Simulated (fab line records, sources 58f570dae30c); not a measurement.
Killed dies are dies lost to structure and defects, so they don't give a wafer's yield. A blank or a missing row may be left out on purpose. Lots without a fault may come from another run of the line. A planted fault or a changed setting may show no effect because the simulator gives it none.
Split-lot experiment | flow berkeley_cmos170 | 5 lots, 23 wafers read, on a route of 331 steps

THE SPLIT
At UCB170_NLDD_PEB_04, the setting peb_temp_c was moved away from the recipe's 130 C on 8 of the 23 wafers read, by -0.9% to +1.6%. The other wafers ran this setting at the recipe's value.

FROM THE SPLIT TO THE READING: what the file shows between them, 1 step
- UCB170_NLDD_DEVELOP_05: develop time 45 s

THE READING
cd_nm, in nm, at UCB170_NLDD_CD_MEAS_06 (target cd 1200 nm). Fault-free wafers of this fab line usually give 1200.5 nm, standard deviation 1.3 nm.

wafer  | tool, chamber at the split | peb_temp_c as run, C | against the recipe | cd_nm, nm | against lot-mates on the recipe
L074.1 | litho_track-01, 0          | 130                  | recipe             | 1200.8    | -
L074.2 | litho_track-01, 0          | 130                  | recipe             | 1201.4    | -
L074.4 | litho_track-01, 0          | 130                  | recipe             | 1200.2    | -
L074.5 | litho_track-01, 0          | 130                  | recipe             | 1200.3    | -
L074.6 | litho_track-01, 0          | 130                  | recipe             | 1200.6    | -
L076.1 | litho_track-03, 0          | 130                  | recipe             | 1201.3    | -
L076.3 | litho_track-03, 0          | 132.1                | +1.6%              | 1211.4    | +10.7
L076.4 | litho_track-03, 0          | 130                  | recipe             | 1200.1    | -
L076.5 | litho_track-03, 0          | 132.1                | +1.6%              | 1213.4    | +12.7
L076.6 | litho_track-03, 0          | 132.1                | +1.6%              | 1214.2    | +13.5
L082.1 | litho_track-04, 0          | 128.8                | -0.9%              | 1194.0    | -8.3
L082.2 | litho_track-04, 0          | 130                  | recipe             | 1202.6    | -
L082.4 | litho_track-04, 0          | 128.8                | -0.9%              | 1193.7    | -8.6
L082.5 | litho_track-04, 0          | 130                  | recipe             | 1202.5    | -
L082.6 | litho_track-04, 0          | 130                  | recipe             | 1201.7    | -
L083.1 | litho_track-01, 0          | 130                  | recipe             | 1199.3    | -
L083.5 | litho_track-01, 0          | 130                  | recipe             | 1200.6    | -
L083.6 | litho_track-01, 0          | 130                  | recipe             | 1200.8    | -
L084.1 | litho_track-04, 0          | 130                  | recipe             | 1198.6    | -
L084.2 | litho_track-04, 0          | 131.4                | +1.1%              | 1207.2    | +8.3
L084.3 | litho_track-04, 0          | 131.4                | +1.1%              | 1208.2    | +9.3
L084.4 | litho_track-04, 0          | 131.4                | +1.1%              | 1207.2    | +8.3
L084.6 | litho_track-04, 0          | 130                  | recipe             | 1199.3    | -

THE FIT
A straight line over all 23 wafers: cd_nm changes by +7.29 nm for each +1% of peb_temp_c; r = +0.98; the points scatter about the line by 1.1 nm.
The same after taking each lot's own level away (the mean of its wafers on the recipe; 23 wafers): +7.99 nm for each +1%; r = +0.99; scatter 0.73 nm.
On that fit, the largest move of peb_temp_c shifts the reading by 13 nm.
The lots' own levels span 1198.95 to 1202.27 nm, that is 2.6 times the standard deviation above.
So the lot-to-lot level changes the slope little: the two slopes agree.
Check: with one of the wafers moved furthest among these (+1.6%) left out of the fit, the line predicts +13.3 nm for it against its lot-mates. It came out at +10.7 nm against them.

OTHER SPLITS ON THESE WAFERS
These wafers also went through other splits before the reading. Each is held against what the fit with the lots' levels taken away leaves over:
other split on the same wafers          | wafers away from the commonest value | r with cd_nm (lot level and that fit taken away)
UCB170_START_OXIDATION_02 temp_c        | 10                                   | -0.02
UCB170_PWELL_IMPLANT_15 energy_kev      | 9                                    | -0.12
UCB170_WELLDRIVE_OXIDATION_01 ox_time_s | 18                                   | -0.05
UCB170_PFIELD_COAT_01 spin_rpm          | 11                                   | +0.44
UCB170_PFIELD_IMPLANT_07 dose_cm2       | 7                                    | -0.08
UCB170_GATE_OXIDATION_01 ox_time_s      | 18                                   | +0.15
UCB170_PLDD_EXPOSE_03 dose_mj           | 8                                    | +0.04

THE FILE'S OWN FIT
cd_nm changes by +7.98 nm for each +1% of peb_temp_c, r = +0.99.
